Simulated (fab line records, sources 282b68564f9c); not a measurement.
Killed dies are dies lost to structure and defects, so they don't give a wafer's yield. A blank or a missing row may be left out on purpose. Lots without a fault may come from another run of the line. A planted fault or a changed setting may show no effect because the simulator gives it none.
Which tool did it? | flow rit_cmos | 15 lots, 45 wafers sampled, at 6 steps of a route of 202

WHAT THE GAUGES READ, wafer by wafer
RIT_PLDD_OVL_MEAS_06.
lot  | measured    | on         | PLDD_OVL (nm)
L955 | day 2 18:35 | overlay-01 | 0.9 1.0 0.3
L956 | day 3 00:41 | overlay-01 | 0.6 1.2 -0.7
L957 | day 3 09:14 | overlay-02 | 1.9 2.0 0.8
L958 | day 3 11:25 | overlay-02 | 1.5 0.0 -0.4
L959 | day 3 15:37 | overlay-01 | 1.9 1.2 1.0
L960 | day 3 20:49 | overlay-02 | 1.1 3.0 2.9
L963 | day 4 12:44 | overlay-01 | 1.5 1.1 1.2
L966 | day 5 03:38 | overlay-02 | 1.7 -1.5 0.2
L967 | day 5 10:20 | overlay-02 | 2.1 -0.7 1.6
L968 | day 5 16:53 | overlay-01 | 1.8 2.8 -0.3
L973 | day 6 18:08 | overlay-01 | 0.8 0.4 1.3
L974 | day 6 19:55 | overlay-02 | 2.2 0.0 1.9
L975 | day 7 02:32 | overlay-01 | 0.5 -0.9 -1.5
L976 | day 7 04:52 | overlay-02 | 0.0 3.5 -0.1
L978 | day 7 14:58 | overlay-01 | -1.2 -1.6 -0.5

RIT_PLDD_TW_MEAS_10.
lot  | measured    | on            | PLDD_TW
L955 | day 2 19:05 | film_metro-04 | 2421 2411 2409
L956 | day 3 01:11 | film_metro-03 | 2372 2393 2372
L957 | day 3 09:44 | film_metro-04 | 2407 2421 2404
L958 | day 3 11:55 | film_metro-02 | 2388 2394 2387
L959 | day 3 16:07 | film_metro-04 | 2423 2415 2423
L960 | day 3 21:19 | film_metro-03 | 2371 2385 2380
L963 | day 4 13:14 | film_metro-04 | 2615 2605 2611
L966 | day 5 04:09 | film_metro-03 | 2605 2607 2617
L967 | day 5 10:51 | film_metro-04 | 2412 2405 2411
L968 | day 5 17:25 | film_metro-04 | 2640 2637 2634
L973 | day 6 18:38 | film_metro-03 | 2380 2387 2382
L974 | day 6 20:40 | film_metro-03 | 2388 2373 2373
L975 | day 7 03:02 | film_metro-02 | 2374 2379 2388
L976 | day 7 05:23 | film_metro-03 | 2385 2397 2391
L978 | day 7 15:29 | film_metro-04 | 2394 2405 2404

RIT_PSD_TW_MEAS_10.
lot  | measured    | on            | PSD_TW
L955 | day 3 00:44 | film_metro-03 | 3465 3458 3470
L956 | day 3 07:11 | film_metro-04 | 3527 3522 3505
L957 | day 3 15:17 | film_metro-04 | 3520 3505 3539
L958 | day 3 17:35 | film_metro-03 | 3471 3463 3444
L959 | day 3 21:48 | film_metro-03 | 3471 3485 3474
L960 | day 4 02:47 | film_metro-04 | 3519 3524 3492
L963 | day 4 18:57 | film_metro-03 | 3477 3454 3464
L966 | day 5 09:49 | film_metro-02 | 3502 3509 3490
L967 | day 5 17:10 | film_metro-02 | 3494 3514 3504
L968 | day 5 23:59 | film_metro-03 | 3494 3503 3482
L973 | day 7 00:14 | film_metro-02 | 3493 3479 3488
L974 | day 7 02:38 | film_metro-03 | 3487 3489 3492
L975 | day 7 09:40 | film_metro-04 | 3505 3503 3489
L976 | day 7 12:40 | film_metro-04 | 3510 3516 3521
L978 | day 7 21:53 | film_metro-02 | 3492 3482 3481

RIT_SDANNEAL_RS_MEAS_06: measures by four-point-probe.
lot  | measured    | on            | PLDD_RS (ohm/sq)
L955 | day 3 01:57 | film_metro-04 | 177.9 178.1 178.3
L956 | day 3 08:07 | film_metro-03 | 178.3 178.9 178.3
L957 | day 3 16:02 | film_metro-03 | 177.8 177.9 177.6
L958 | day 3 18:19 | film_metro-04 | 177.1 177.7 177.5
L959 | day 3 22:32 | film_metro-04 | 177.3 177.3 177.1
L960 | day 4 03:31 | film_metro-04 | 177.2 177.9 177.6
L963 | day 4 19:52 | film_metro-04 | 160.0 159.1 159.4
L966 | day 5 10:33 | film_metro-03 | 160.1 160.2 160.0
L967 | day 5 18:14 | film_metro-04 | 177.8 177.9 178.1
L968 | day 6 00:44 | film_metro-02 | 158.8 159.3 159.0
L973 | day 7 00:58 | film_metro-03 | 177.6 177.3 177.7
L974 | day 7 03:32 | film_metro-03 | 178.1 178.1 178.2
L975 | day 7 10:44 | film_metro-04 | 178.8 177.9 178.5
L976 | day 7 13:26 | film_metro-04 | 177.9 176.9 177.6
L978 | day 7 22:48 | film_metro-04 | 178.3 177.7 178.0

WHICH TOOL RAN EACH LOT (tool, then ch and the chambers of the sampled wafers, then the start)
lot  | RIT_NLDD_STRIP_09                   | RIT_PLDD_IMPLANT_08
L955 | plasma_asher-04 ch 0,1, day 2 17:18 | implanter-03 ch 0, day 2 18:46
L956 | plasma_asher-04 ch 0,1, day 2 23:35 | implanter-01 ch 0, day 3 00:53
L957 | plasma_asher-04 ch 0,1, day 3 08:09 | implanter-03 ch 0, day 3 09:25
L958 | plasma_asher-02 ch 0,1, day 3 10:12 | implanter-03 ch 0, day 3 11:36
L959 | plasma_asher-04 ch 0,1, day 3 14:23 | implanter-03 ch 0, day 3 15:49
L960 | plasma_asher-02 ch 0,1, day 3 19:44 | implanter-02 ch 0, day 3 21:00
L963 | plasma_asher-04 ch 0,1, day 4 11:28 | implanter-02 ch 0, day 4 12:56
L966 | plasma_asher-04 ch 0,1, day 5 02:34 | implanter-02 ch 0, day 5 03:50
L967 | plasma_asher-02 ch 0,1, day 5 09:11 | implanter-01 ch 0, day 5 10:31
L968 | plasma_asher-03 ch 0,1, day 5 15:48 | implanter-02 ch 0, day 5 17:06
L973 | plasma_asher-02 ch 0,1, day 6 16:55 | implanter-01 ch 0, day 6 18:19
L974 | plasma_asher-04 ch 0, day 6 18:43   | implanter-03 ch 0, day 6 20:21
L975 | plasma_asher-02 ch 0,1, day 7 01:07 | implanter-03 ch 0, day 7 02:43
L976 | plasma_asher-04 ch 0,1, day 7 03:42 | implanter-03 ch 0, day 7 05:07
L978 | plasma_asher-02 ch 0,1, day 7 13:53 | implanter-03 ch 0, day 7 15:09
- RIT_NLDD_STRIP_09: strips in O2, time 180 s.
- RIT_PLDD_IMPLANT_08

WHAT THE TOOLS THEMSELVES READ (means of the sampled wafers that have a number; where no wafer has one, the mark that the record gives instead)
RIT_NLDD_STRIP_09.
lot  | tool            | drypump_motor_current_A (A)
L955 | plasma_asher-04 | 5.6
L956 | plasma_asher-04 | 5.6
L957 | plasma_asher-04 | 5.5
L958 | plasma_asher-02 | 6.3
L959 | plasma_asher-04 | 5.6
L960 | plasma_asher-02 | 6.4
L963 | plasma_asher-04 | 5.9
L966 | plasma_asher-04 | 5.6
L967 | plasma_asher-02 | 6.3
L968 | plasma_asher-03 | 5.3
L973 | plasma_asher-02 | 6.3
L974 | plasma_asher-04 | 6.3
L975 | plasma_asher-02 | 6.4
L976 | plasma_asher-04 | 5.9
L978 | plasma_asher-02 | 6.3

RIT_PLDD_IMPLANT_08.
lot  | tool         | beam_on_s (s) | faraday_current_uA
L955 | implanter-03 | 10.03         | 2816
L956 | implanter-01 | 9.94          | 2834
L957 | implanter-03 | 9.90          | 2858
L958 | implanter-03 | 10.09         | 2788
L959 | implanter-03 | 10.18         | 2775
L960 | implanter-02 | 10.16         | 2775
L963 | implanter-02 | 14.19         | 1994
L966 | implanter-02 | 14.37         | 1966
L967 | implanter-01 | 10.11         | 2789
L968 | implanter-02 | 14.28         | 1976
L973 | implanter-01 | 9.92          | 2840
L974 | implanter-03 | 9.91          | 2848
L975 | implanter-03 | 10.05         | 2808
L976 | implanter-03 | 9.89          | 2849
L978 | implanter-03 | 9.77          | 2878

THE ANSWER, worked out from the rows above alone
Rule: what is usual is taken from the lots themselves. Put in order of their means at a reading, lots are off if they are a third of the lots or fewer, leave a main group of 4 or more, and stand apart from it by a gap of 3 or more times the standard deviation of the main group's means; of several such gaps the widest counts. A main group whose means are all the same, to the digits that the tables above print for the reading, isn't used. A lot without any number at a reading at which 4 lots or more have one is off too. The other lots that the step has rows for count as sound. The gauges are gone through in route order, then the tools' own readings, and for those a lot's mean is taken as printed above. The first step at which some lot is off is used, and at that step the reading that is off furthest; a lot without a number counts as furthest.
Off: L963, L966, L968, at RIT_PLDD_TW_MEAS_10 (PLDD_TW). The main group: mean 2395, standard deviation 15.
A tool fits if, at a process step before that reading, it ran every lot that is off, and no sound lot after the first of them. The gauges at RIT_PLDD_TW_MEAS_10 aren't tried: what is off there is off at RIT_PLDD_IMPLANT_08 too, on other tools, and a gauge's error can't cause that. One fits: implanter-02 at RIT_PLDD_IMPLANT_08. Its last sound lot is L960 (day 3 21:00), its first lot that is off L963 (day 4 12:56): a fault that began between those two fits.
The tool's own readings at RIT_PLDD_IMPLANT_08 bear it out: on the lots that are off they differ by more than 5 times the standard deviation of the sound lots' means. beam_on_s reads 14.28 s there against 10.00 s on the sound lots; faraday_current_uA reads 1979 there against 2822 on the sound lots.

WHAT THE SIMULATOR HAD PUT IN
Process parameter drift: implanter-02, from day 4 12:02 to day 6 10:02, at RIT_PLDD_IMPLANT_08. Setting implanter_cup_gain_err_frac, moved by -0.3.
Lots struck among those shown: L963, L966, L968. The rule above found the same.
